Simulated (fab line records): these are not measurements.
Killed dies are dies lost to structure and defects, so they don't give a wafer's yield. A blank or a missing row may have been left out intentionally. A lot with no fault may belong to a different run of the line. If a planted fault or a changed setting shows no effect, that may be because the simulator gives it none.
fab line records | flow rit-cmos
record lots=14 wafers=42 last-day=7
route steps=202 shown M1@196
lots that met no fault: from a run of the same line without faults
start-h: hours from the record's opening day to when the first of the lot's shown wafers began | wait-h: time in hours since the lot's previous step | " same as the row above | L1.1+2: one row covering several wafers at once | - value missing, or start not given | * or withheld: withheld | < > ~ a bound
route shown NAME@n: names a module that has steps shown in the file, with the first one's number in the route | usual: the fault-free wafers' mean and standard deviation | same: alike in all rows | chamber/n: place in a boat | sites: readings site by site | _std_site: the standard deviation of these | _edge_site: mean of outer sites minus mean of inner sites | radius-mm: how far each site lies from the wafer's centre | mask NAME#n: copy n | behind: the most recent tool/chamber to have shaped the wafer | hold: reason for holding the lot/hours on hold/outcome of the hold | device: which transistor (n, p or np) failed to switch | end of line: tests run on the same wafers once the route is complete | step lacking rows: just its recipe | killed: count of dies lost to structure and defects at first sort (not the wafer's yield) | map: shows each die of a wafer: x if killed, . if not, _ if none is there
set.NAME: the setting as run; set.NAME@STEP: as run at that earlier step | model.NAME: the simulator's own value behind a step, which no gauge read
one table for each step of the route and one row for each wafer, over a sample of lots
services: the hour from which a tool's chamber was out of use, counted from the record's first day as start-h (under 0 if before that day), plus the number of hours and why
## steps
# step RIT_M1_METAL_ETCH_12
# recipe stop-on=SiO2 chemistry=Cl2/BCl3 target=Al time-s=165 over-etch-frac=0.5 pressure-mtorr=100 target-depth-a=6000 rf-w=250 Cl2_flow_sccm=60 bcl3-flow-sccm=50
# usual bcl3-flow-sccm=50.00/0.14 chamber-pressure-mTorr=100.00/0.097 drypump-motor-current-A=5.7/0.35 mfc-cl2-sccm=60.00/0.21 oes-product-au=0.776/0.011 over-etch-frac=0.5/0 rf-fwd-power-W=248.8/0.81 throttle-valve-pct=8.26/0.1
# columns lot.wafer tool chamber start-h wait-h bcl3-flow-sccm chamber-pressure-mTorr drypump-motor-current-A mfc-cl2-sccm oes-product-au over-etch-frac rf-fwd-power-W rf-hours-counter-h throttle-valve-pct
L294.4 rie-metal-02 1 55.53 0.1 50.09 100.21 5.4 60.10 0.765 0.5 248.2 - 8.17
L294.5 " 1 " " 50.08 100.02 5.4 60.11 0.761 0.5 249.1 - 8.17
L294.6 " 0 " " 50.10 100.03 6.1 60.20 0.782 0.5 248.8 - 8.24
L296.2 rie-metal-01 1 67.28 0.2 50.04 100.04 6.0 59.93 0.782 0.5 248.6 4 8.38
L296.4 " 0 " " 49.93 100.05 6.0 59.98 0.785 0.5 249.3 - 8.27
L296.5 " 1 " " 49.85 99.93 6.0 60.19 0.783 0.5 249.4 - 8.38
L297.1 rie-metal-02 1 71.83 0.2 50.05 99.96 5.4 59.69 0.764 0.5 247.6 35 8.16
L297.2 " 0 " " 50.09 99.89 6.1 60.05 0.781 0.5 249.4 38 8.25
L297.6 " 1 " " 50.00 99.89 5.4 59.76 0.756 0.5 248.9 - 8.18
L298.2 rie-metal-04 1 76.13 0.2 50.22 99.84 5.2 60.09 0.779 0.5 247.7 1 8.37
L298.3 " 0 " " 50.25 100.04 5.8 59.85 0.758 0.5 248.5 - 8.10
L298.6 " 1 " " 49.93 100.01 5.2 59.65 0.778 0.5 248.3 - 8.41
L299.3 rie-metal-01 1 81.14 0.2 50.13 99.96 6.0 59.97 0.794 0.5 248.4 - 8.40
L299.4 " 0 " " 50.22 99.89 6.0 59.95 0.774 0.5 249.9 - 8.27
L299.5 " 1 " " 50.01 99.90 6.0 60.22 0.784 0.5 247.9 - 8.40
L301.2 rie-metal-04 0 89.28 0.2 49.98 99.97 5.8 59.87 0.755 0.5 248.5 1 8.07
L301.3 " 1 " " 49.95 100.05 5.2 60.00 0.771 0.5 247.4 - 8.39
L301.6 " 1 " " 50.21 100.00 5.2 60.06 0.775 0.5 248.0 - 8.39
L302.1 rie-metal-01 1 95.87 0.2 50.00 99.92 6.0 60.29 0.793 0.5 249.3 5 8.37
L302.2 " 0 " " 49.92 100.05 6.0 60.07 0.789 0.5 249.7 4 8.27
L302.4 " 0 " " 49.77 100.02 6.0 59.72 0.795 0.5 248.8 - 8.26
L303.2 rie-metal-02 0 100.15 0.2 50.24 99.98 6.1 60.20 0.787 0.5 249.7 38 8.24
L303.3 " 1 " " 49.87 100.14 5.4 60.06 0.758 0.5 248.9 - 8.17
L303.5 " 0 " " 49.85 99.94 6.1 60.02 0.782 0.5 248.7 - 8.26
L307.1 rie-metal-04 1 120.41 0.2 49.95 99.95 5.2 59.62 0.769 0.5 249.6 1 8.39
L307.4 " 1 " " 50.01 99.92 5.2 59.95 0.764 0.5 249.2 - 8.40
L307.6 " 0 " " 49.95 100.18 5.8 59.74 0.775 0.40941 248.2 - 8.10
L310.4 rie-metal-04 1 134.81 0.1 49.77 100.03 5.2 59.81 0.779 0.5 247.8 - 8.39
L310.5 " 1 " " 49.84 99.86 5.2 59.99 0.774 0.5 248.1 - 8.38
L310.6 " 0 " " 50.09 100.04 5.8 60.17 0.781 0.40941 249.4 - 8.10
L313.3 rie-metal-01 0 154.37 0.2 49.96 99.95 6.0 59.80 0.782 0.5 249.9 - 8.27
L313.5 " 1 " " 50.08 100.10 6.0 59.94 0.786 0.5 248.2 - 8.37
L313.6 " 0 " " 50.01 100.06 6.0 59.49 0.786 0.5 248.9 - 8.26
L314.2 rie-metal-02 0 158.89 0.2 50.01 100.14 6.1 59.97 0.775 0.5 250.5 0 8.24
L314.4 " 1 " " 49.75 100.07 5.4 59.94 0.764 0.5 249.0 - 8.16
L314.5 " 1 " " 49.91 99.93 5.4 59.99 0.770 0.5 248.4 - 8.18
L316.1 rie-metal-01 0 164.39 0.2 50.07 100.05 6.0 59.87 0.772 0.5 250.5 5 8.27
L316.2 " 1 " " 50.13 100.01 6.0 59.91 0.786 0.5 247.0 6 8.37
L316.4 " 0 " " 49.92 99.95 6.0 60.22 0.783 0.5 250.6 - 8.26
L317.4 rie-metal-02 0 170.28 0.1 50.04 99.92 6.1 60.05 0.780 0.5 249.6 - 8.24
L317.5 " 1 " " 49.73 100.07 5.4 60.33 0.776 0.5 248.9 - 8.16
L317.6 " 0 " " 49.96 100.06 6.1 60.05 0.773 0.5 250.8 - 8.24
# step RIT_M1_PROBE_99
# usual defect-limited-yield=97.3/1.1 killed-at-contacts=0.1/0.25 killed-at-front-end=7.1/2.9 killed-dies=7.2/2.9 killed-open=3.6/1.9 killed-short=3.5/1.9 sort_bin_3_pad_short=0.1/0.22 sort_bin_5_function=1.5/0.77 sort_bin_6_memory=1.1/0.67 sort-n-pass=256.8/2.9 sort-yield-pct=97.3/1.1
# same gross-dies=264 killed_at_M0_to_M3=0 killed_at_M4_up=0 killed-at-back-side=0 killed-at-other=0
# columns lot.wafer tool chamber start-h wait-h defect-limited-yield[%] killed-at-contacts killed-at-front-end killed-dies killed-open killed-short sort_bin_3_pad_short[%] sort_bin_5_function[%] sort_bin_6_memory[%] sort-n-pass sort-yield-pct[%]
L294.4 prober-02 - 57.88 0.2 97.7 0 6 6 4 2 0 1.5 0.8 258.0 97.7
L294.5 prober-02 - 57.93 0.2 98.5 0 4 4 4 0 0 1.1 0.4 260.0 98.5
L294.6 prober-02 - 57.98 0.2 97.3 0 7 7 2 5 0.4 1.5 0.8 257.0 97.3
L296.2 prober-02 - 70.52 0.1 97.7 0 6 6 2 4 0.4 1.5 0.4 258.0 97.7
L296.4 prober-02 - 70.62 0.2 98.1 0 5 5 0 5 0.4 0.8 0.8 259.0 98.1
L296.5 prober-02 - 70.67 0.2 97.3 0 7 7 5 2 0 1.1 1.5 257.0 97.3
L297.1 prober-01 - 74.26 0.1 98.5 0 4 4 2 2 0 0.8 0.8 260.0 98.5
L297.2 prober-01 - 74.31 0.1 97.3 0 7 7 4 3 0.4 1.5 0.8 257.0 97.3
L297.6 prober-01 - 74.51 0.2 98.9 0 3 3 1 2 0 0.8 0.4 261.0 98.9
L298.2 prober-02 - 78.51 0.1 98.5 0 4 4 4 0 0 0.8 0.8 260.0 98.5
L298.3 prober-02 - 78.56 0.2 97.0 0 8 8 6 2 0.4 0.8 1.9 256.0 97.0
L298.6 prober-02 - 78.71 0.2 96.6 1 8 9 4 5 0.4 1.5 1.5 255.0 96.6
L299.3 prober-01 - 83.77 0.2 98.9 0 3 3 3 0 0 1.1 0 261.0 98.9
L299.4 prober-01 - 83.82 0.2 97.0 0 8 8 5 3 0 1.5 1.5 256.0 97.0
L299.5 prober-01 - 83.87 0.2 95.8 0 11 11 7 4 0.4 2.7 1.1 253.0 95.8
L301.2 prober-01 - 91.58 0.1 98.9 0 3 3 3 0 0 0.8 0.4 261.0 98.9
L301.3 prober-01 - 91.63 0.2 97.7 0 6 6 4 2 0 0.4 1.9 258.0 97.7
L301.6 prober-01 - 91.78 0.2 96.6 0 9 9 5 4 0.4 2.3 0.8 255.0 96.6
L302.1 prober-01 - 98.12 0.1 98.1 0 5 5 4 1 0 1.9 0 259.0 98.1
L302.2 prober-01 - 98.17 0.1 99.2 0 2 2 1 1 0 0.4 0.4 262.0 99.2
L302.4 prober-01 - 98.27 0.2 98.5 0 4 4 0 4 0.4 1.1 0 260.0 98.5
L303.2 prober-02 - 102.50 0.1 97.3 0 7 7 4 3 0 1.5 1.1 257.0 97.3
L303.3 prober-02 - 102.55 0.2 98.1 0 5 5 3 2 0.4 1.1 0.4 259.0 98.1
L303.5 prober-02 - 102.65 0.2 98.5 0 4 4 3 1 0 0.8 0.8 260.0 98.5
L307.1 prober-02 - 125.62 0.1 97.0 0 8 8 5 3 0 0.8 2.3 256.0 97.0
L307.4 prober-02 - 125.77 0.2 95.5 0 12 12 7 5 0.4 1.5 2.7 252.0 95.5
L307.6 prober-02 - 125.87 0.2 98.5 0 4 4 2 2 0 0.4 1.1 260.0 98.5
L310.4 prober-01 - 138.15 0.2 98.5 0 4 4 1 3 0 0.8 0.8 260.0 98.5
L310.5 prober-01 - 138.20 0.2 97.7 0 6 6 4 2 0 1.9 0.4 258.0 97.7
L310.6 prober-01 - 138.25 0.2 98.1 0 5 5 3 2 0.4 1.1 0.4 259.0 98.1
L313.3 prober-02 - 156.67 0.2 96.6 0 9 9 3 5 0.4 1.5 1.5 255.0 96.6
L313.5 prober-02 - 156.77 0.2 97.3 0 7 7 2 4 0.4 1.1 1.1 257.0 97.3
L313.6 prober-02 - 156.82 0.2 95.5 0 12 12 7 5 0 2.3 2.3 252.0 95.5
L314.2 prober-01 - 161.19 0.1 97.0 1 7 8 5 3 0 1.1 1.9 256.0 97.0
L314.4 prober-01 - 161.29 0.2 95.5 0 12 12 6 6 0.4 1.5 2.7 252.0 95.5
L314.5 prober-01 - 161.34 0.2 97.0 0 8 8 5 3 0 0.8 2.3 256.0 97.0
L316.1 prober-02 - 167.98 0.1 97.7 0 6 6 3 3 0 0.8 1.5 258.0 97.7
L316.2 prober-02 - 168.03 0.1 95.8 0 11 11 6 5 0 2.3 1.9 253.0 95.8
L316.4 prober-02 - 168.13 0.2 98.9 0 3 3 1 2 0 1.1 0 261.0 98.9
L317.4 prober-01 - 172.63 0.2 96.6 0 9 9 4 5 0 1.5 1.9 255.0 96.6
L317.5 prober-01 - 172.68 0.2 96.6 0 9 9 3 6 0.4 0.8 2.3 255.0 96.6
L317.6 prober-01 - 172.73 0.2 97.7 0 6 6 2 4 0 1.1 1.1 258.0 97.7
# killed by level:class
L294.4 GATE:geometric-particle:short=2 REOX:geometric-particle:open=2 SPACER:geometric-particle:open=1 SILICIDE:geometric-particle:open=1
L294.5 GATE:geometric-particle:open=3 FOX2:geometric-particle:open=1
L294.6 SPACER:geometric-particle:short=3 GATE:geometric-particle:short=2 FOX2:geometric-particle:open=1 SPACER:geometric-particle:open=1
L296.2 GATE:geometric-particle:short=2 FOX1:geometric-particle:open=1 FOX2:geometric-particle:short=1 GATE:geometric-particle:open=1 SPACER:geometric-particle:short=1
L296.4 GATE:geometric-particle:short=2 REOX:geometric-particle:short=1 SPACER:geometric-particle:short=1 SILICIDE:geometric-particle:short=1
L296.5 FOX2:geometric-particle:open=2 GATE:geometric-particle:open=1 SPACER:geometric-particle:short=1 SPACER:geometric-particle:open=1 SILICIDE:geometric-particle:open=1 SILICIDE:geometric-particle:short=1
L297.1 FOX1:geometric-particle:open=2 FOX1:geometric-particle:short=1 FOX2:geometric-particle:short=1
L297.2 GATE:geometric-particle:open=4 FOX2:geometric-particle:short=1 GATE:geometric-particle:short=1 REOX:geometric-particle:short=1
L297.6 SILICIDE:geometric-particle:short=2 FOX2:geometric-particle:open=1
L298.2 FOX1:geometric-particle:open=2 GATE:geometric-particle:open=2
L298.3 REOX:geometric-particle:open=3 GATE:geometric-particle:open=2 FOX1:geometric-particle:open=1 FOX1:geometric-particle:short=1 GATE:geometric-particle:short=1
L298.6 GATE:geometric-particle:short=4 GATE:geometric-particle:open=2 FOX1:geometric-particle:short=1 SPACER:geometric-particle:open=1 CONTACT:geometric-particle:open=1
L299.3 FOX2:geometric-particle:open=2 REOX:geometric-particle:open=1
L299.4 GATE:geometric-particle:open=3 GATE:geometric-particle:short=2 REOX:geometric-particle:open=1 SILICIDE:geometric-particle:short=1 SILICIDE:geometric-particle:open=1
L299.5 GATE:geometric-particle:open=3 FOX1:geometric-particle:open=2 REOX:geometric-particle:short=2 SILICIDE:geometric-particle:open=2 FOX2:geometric-particle:short=1 SILICIDE:geometric-particle:short=1
L301.2 SPACER:geometric-particle:open=2 REOX:geometric-particle:open=1
L301.3 FOX1:geometric-particle:short=1 GATE:geometric-particle:open=1 GATE:geometric-particle:short=1 REOX:geometric-particle:open=1 SPACER:geometric-particle:open=1 SILICIDE:geometric-particle:open=1
L301.6 GATE:geometric-particle:short=3 GATE:geometric-particle:open=2 FOX1:geometric-particle:open=1 REOX:geometric-particle:open=1 SPACER:geometric-particle:short=1 SILICIDE:geometric-particle:open=1
L302.1 SPACER:geometric-particle:open=2 FOX1:geometric-particle:short=1 FOX1:geometric-particle:open=1 GATE:geometric-particle:open=1
L302.2 FOX1:geometric-particle:open=1 SPACER:geometric-particle:short=1
L302.4 SPACER:geometric-particle:short=2 FOX1:geometric-particle:short=1 GATE:geometric-particle:short=1
L303.2 GATE:geometric-particle:open=2 FOX2:geometric-particle:short=1 GATE:geometric-particle:short=1 REOX:geometric-particle:short=1 SPACER:geometric-particle:open=1 SILICIDE:geometric-particle:open=1
L303.3 REOX:geometric-particle:short=2 FOX1:geometric-particle:open=1 GATE:geometric-particle:open=1 REOX:geometric-particle:open=1
L303.5 FOX1:geometric-particle:open=1 GATE:geometric-particle:open=1 REOX:geometric-particle:open=1 SILICIDE:geometric-particle:short=1
L307.1 FOX2:geometric-particle:open=2 GATE:geometric-particle:short=2 GATE:geometric-particle:open=1 REOX:geometric-particle:open=1 SPACER:geometric-particle:open=1 SILICIDE:geometric-particle:short=1
L307.4 SILICIDE:geometric-particle:short=3 GATE:geometric-particle:short=2 GATE:geometric-particle:open=2 SPACER:geometric-particle:open=2 SILICIDE:geometric-particle:open=2 FOX1:geometric-particle:open=1
L307.6 FOX1:geometric-particle:open=2 GATE:geometric-particle:short=1 SILICIDE:geometric-particle:short=1
L310.4 FOX1:geometric-particle:short=1 REOX:geometric-particle:short=1 REOX:geometric-particle:open=1 SILICIDE:geometric-particle:short=1
L310.5 GATE:geometric-particle:open=2 GATE:geometric-particle:short=1 SPACER:geometric-particle:open=1 SILICIDE:geometric-particle:short=1 SILICIDE:geometric-particle:open=1
L310.6 GATE:geometric-particle:open=2 REOX:geometric-particle:short=1 SPACER:geometric-particle:open=1 SPACER:geometric-particle:short=1
L313.3 GATE:geometric-particle:short=4 GATE:geometric-particle:open=2 REOX:geometric-particle:open=1 SILICIDE:geometric-particle:short=1 PSD:coat-microbubble-printed=1
L313.5 SILICIDE:geometric-particle:short=3 GATE:geometric-particle:open=1 GATE:geometric-particle:short=1 REOX:geometric-particle:open=1 NSD:coat-microbubble-printed=1
L313.6 GATE:geometric-particle:open=6 GATE:geometric-particle:short=3 REOX:geometric-particle:short=1 REOX:geometric-particle:open=1 SILICIDE:geometric-particle:short=1
L314.2 GATE:geometric-particle:open=2 SPACER:geometric-particle:open=2 GATE:geometric-particle:short=1 REOX:geometric-particle:open=1 REOX:geometric-particle:short=1 CONTACT:geometric-particle:short=1
L314.4 GATE:geometric-particle:open=4 GATE:geometric-particle:short=3 FOX1:geometric-particle:open=1 REOX:geometric-particle:short=1 REOX:geometric-particle:open=1 SPACER:geometric-particle:short=1 SILICIDE:geometric-particle:short=1
L314.5 GATE:geometric-particle:open=2 SILICIDE:geometric-particle:open=2 FOX1:geometric-particle:short=1 FOX2:geometric-particle:open=1 GATE:geometric-particle:short=1 SILICIDE:geometric-particle:short=1
L316.1 FOX2:geometric-particle:short=1 FOX2:geometric-particle:open=1 GATE:geometric-particle:short=1 REOX:geometric-particle:open=1 SPACER:geometric-particle:short=1 SPACER:geometric-particle:open=1
L316.2 GATE:geometric-particle:short=3 FOX1:geometric-particle:open=2 FOX2:geometric-particle:short=2 REOX:geometric-particle:open=2 FOX2:geometric-particle:open=1 SILICIDE:geometric-particle:open=1
L316.4 FOX1:geometric-particle:open=1 GATE:geometric-particle:short=1 SPACER:geometric-particle:short=1
L317.4 SILICIDE:geometric-particle:open=2 FOX2:geometric-particle:open=1 FOX2:geometric-particle:short=1 GATE:geometric-particle:open=1 GATE:geometric-particle:short=1 REOX:geometric-particle:short=1 SPACER:geometric-particle:short=1 SILICIDE:geometric-particle:short=1
L317.5 GATE:geometric-particle:open=2 GATE:geometric-particle:short=2 REOX:geometric-particle:short=2 ACTIVE:geometric-particle:open=1 FOX1:geometric-particle:short=1 SILICIDE:geometric-particle:short=1
L317.6 FOX1:geometric-particle:short=1 FOX2:geometric-particle:short=1 GATE:geometric-particle:short=1 GATE:geometric-particle:open=1 SPACER:geometric-particle:open=1 SILICIDE:geometric-particle:short=1
## services
# columns tool chamber start-h hours kind
rie-metal-02 0 34.19 9.9 repair
rie-metal-02 - 136.12 20.0 pm
rie-metal-02 0 136.12 20.0 vent-cycle
rie-metal-02 1 136.12 20.0 vent-cycle
rie-metal-02 0 156.12 - clean
rie-metal-02 1 156.12 - clean
## key
first-sign step=RIT_M1_METAL_ETCH_12 reading=over-etch-frac direction=down sigmas=99+ usual=0.5 struck=0.40941
effect none on later readings
met-at RIT_M1_METAL_ETCH_12
struck-lots L307,L310
struck-wafers L307.6,L310.6
onset-between 89.28 120.41
fault kind=process-parameter-drift tool=rie-metal-04 chamber=0 onset-h=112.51 steps=RIT_M1_METAL_ETCH_12 channel=over-etch-frac offset=-0.090587 shape=step end-h=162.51 stated=0.5
